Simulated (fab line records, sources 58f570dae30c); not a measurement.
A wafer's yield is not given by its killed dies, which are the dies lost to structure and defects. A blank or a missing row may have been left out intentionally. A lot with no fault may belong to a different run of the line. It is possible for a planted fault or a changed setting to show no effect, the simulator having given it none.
Lot-split experiment / flow berkeley-cmos170 / route with 331 steps; 5 lots, 23 wafers read

== ABOUT THE SPLIT ==
At UCB170_PSD_COAT_01 (resist thk 900 nm), the setting spin-rpm was moved away from the recipe's 1500 rpm on 8 of the 23 wafers read, by -6.1% to +7.4%. This setting was run at the recipe's value on the other wafers.

Reading taken at the split's own step.

== THE READING ==
KrF_of_PSD_COAT_01.thk-nm (the simulator's own value, which no gauge read), in nm, at UCB170_PSD_COAT_01 (resist thk 900 nm). The file does not state a usual value for it. Here, 15 wafers ran the recipe; their average is 900.5 nm with a standard deviation of 2.1 nm.

wafer=L074.1; tool, chamber at the split=litho-track-01, 0; spin-rpm as run, rpm=1584; against the recipe=+5.6%; KrF_of_PSD_COAT_01.thk-nm, nm=878.3; against lot-mates on the recipe=-22.1
wafer=L074.2; tool, chamber at the split=litho-track-01, 0; spin-rpm as run, rpm=1500; against the recipe=recipe; KrF_of_PSD_COAT_01.thk-nm, nm=900.3; against lot-mates on the recipe=-
wafer=L074.3; tool, chamber at the split=litho-track-01, 0; spin-rpm as run, rpm=1584; against the recipe=+5.6%; KrF_of_PSD_COAT_01.thk-nm, nm=876.4; against lot-mates on the recipe=-24.0
wafer=L074.4; tool, chamber at the split=litho-track-01, 0; spin-rpm as run, rpm=1500; against the recipe=recipe; KrF_of_PSD_COAT_01.thk-nm, nm=899.4; against lot-mates on the recipe=-
wafer=L074.6; tool, chamber at the split=litho-track-01, 0; spin-rpm as run, rpm=1500; against the recipe=recipe; KrF_of_PSD_COAT_01.thk-nm, nm=901.6; against lot-mates on the recipe=-
wafer=L075.1; tool, chamber at the split=litho-track-03, 0; spin-rpm as run, rpm=1500; against the recipe=recipe; KrF_of_PSD_COAT_01.thk-nm, nm=901.1; against lot-mates on the recipe=-
wafer=L075.3; tool, chamber at the split=litho-track-03, 0; spin-rpm as run, rpm=1576; against the recipe=+5.1%; KrF_of_PSD_COAT_01.thk-nm, nm=878.6; against lot-mates on the recipe=-23.9
wafer=L075.4; tool, chamber at the split=litho-track-03, 0; spin-rpm as run, rpm=1576; against the recipe=+5.1%; KrF_of_PSD_COAT_01.thk-nm, nm=880.9; against lot-mates on the recipe=-21.6
wafer=L075.5; tool, chamber at the split=litho-track-03, 0; spin-rpm as run, rpm=1500; against the recipe=recipe; KrF_of_PSD_COAT_01.thk-nm, nm=903.2; against lot-mates on the recipe=-
wafer=L075.6; tool, chamber at the split=litho-track-03, 0; spin-rpm as run, rpm=1500; against the recipe=recipe; KrF_of_PSD_COAT_01.thk-nm, nm=903.1; against lot-mates on the recipe=-
wafer=L078.2; tool, chamber at the split=litho-track-01, 0; spin-rpm as run, rpm=1611; against the recipe=+7.4%; KrF_of_PSD_COAT_01.thk-nm, nm=869.5; against lot-mates on the recipe=-31.8
wafer=L078.3; tool, chamber at the split=litho-track-01, 0; spin-rpm as run, rpm=1611; against the recipe=+7.4%; KrF_of_PSD_COAT_01.thk-nm, nm=871.4; against lot-mates on the recipe=-29.9
wafer=L078.4; tool, chamber at the split=litho-track-01, 0; spin-rpm as run, rpm=1500; against the recipe=recipe; KrF_of_PSD_COAT_01.thk-nm, nm=901.9; against lot-mates on the recipe=-
wafer=L078.5; tool, chamber at the split=litho-track-01, 0; spin-rpm as run, rpm=1500; against the recipe=recipe; KrF_of_PSD_COAT_01.thk-nm, nm=901; against lot-mates on the recipe=-
wafer=L078.6; tool, chamber at the split=litho-track-01, 0; spin-rpm as run, rpm=1500; against the recipe=recipe; KrF_of_PSD_COAT_01.thk-nm, nm=901; against lot-mates on the recipe=-
wafer=L077.1; tool, chamber at the split=litho-track-04, 0; spin-rpm as run, rpm=1500; against the recipe=recipe; KrF_of_PSD_COAT_01.thk-nm, nm=902.9; against lot-mates on the recipe=-
wafer=L077.2; tool, chamber at the split=litho-track-04, 0; spin-rpm as run, rpm=1408; against the recipe=-6.1%; KrF_of_PSD_COAT_01.thk-nm, nm=930.5; against lot-mates on the recipe=+29.4
wafer=L077.3; tool, chamber at the split=litho-track-04, 0; spin-rpm as run, rpm=1500; against the recipe=recipe; KrF_of_PSD_COAT_01.thk-nm, nm=901.6; against lot-mates on the recipe=-
wafer=L077.5; tool, chamber at the split=litho-track-04, 0; spin-rpm as run, rpm=1408; against the recipe=-6.1%; KrF_of_PSD_COAT_01.thk-nm, nm=933.3; against lot-mates on the recipe=+32.2
wafer=L077.6; tool, chamber at the split=litho-track-04, 0; spin-rpm as run, rpm=1500; against the recipe=recipe; KrF_of_PSD_COAT_01.thk-nm, nm=898.7; against lot-mates on the recipe=-
wafer=L083.1; tool, chamber at the split=litho-track-03, 0; spin-rpm as run, rpm=1500; against the recipe=recipe; KrF_of_PSD_COAT_01.thk-nm, nm=896.7; against lot-mates on the recipe=-
wafer=L083.4; tool, chamber at the split=litho-track-03, 0; spin-rpm as run, rpm=1500; against the recipe=recipe; KrF_of_PSD_COAT_01.thk-nm, nm=896.7; against lot-mates on the recipe=-
wafer=L083.2; tool, chamber at the split=litho-track-03, 0; spin-rpm as run, rpm=1500; against the recipe=recipe; KrF_of_PSD_COAT_01.thk-nm, nm=897.8; against lot-mates on the recipe=-

FIT RESULTS
A straight line over all 23 wafers: KrF_of_PSD_COAT_01.thk-nm changes by -4.42 nm for each +1% of spin-rpm; r = -0.99; the points scatter about the line by 2.4 nm.
The same after taking each lot's own level away (the mean of its wafers on the recipe; 23 wafers): -4.48 nm for each +1%; r = -0.99; scatter 1.6 nm.
On that fit, the largest move of spin-rpm shifts the reading by 33 nm.
The span of the lots' own levels, 897.07 to 902.47 nm, comes to 2.6 times the standard deviation stated above.
The two slopes agree, so the slope changes little with the lot-to-lot level.
Check: -32.7 nm against its lot-mates is what the line predicts for one of the wafers moved furthest among these (+7.4%) when that wafer is left out of the fit. It came out at -31.8 nm against them.

== THE WHOLE CHAIN: every reading that the file lists as answering this split, in the file's order ==
step=UCB170_PSD_COAT_01; what it does=resist thk 900 nm; reading=KrF_of_PSD_COAT_01.thk-nm (the simulator's own value, which no gauge read); change (the file's fit)=-4.43 nm for each +1% of the setting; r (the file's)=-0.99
step=UCB170_PSD_STRIP_09; what it does=strips in O2; reading=strip-time-to-endpoint-s; change (the file's fit)=withheld for each +1% of the setting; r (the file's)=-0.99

== THE FILE'S OWN FIT ==
KrF_of_PSD_COAT_01.thk-nm changes by -4.43 nm for each +1% of spin-rpm, r = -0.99.
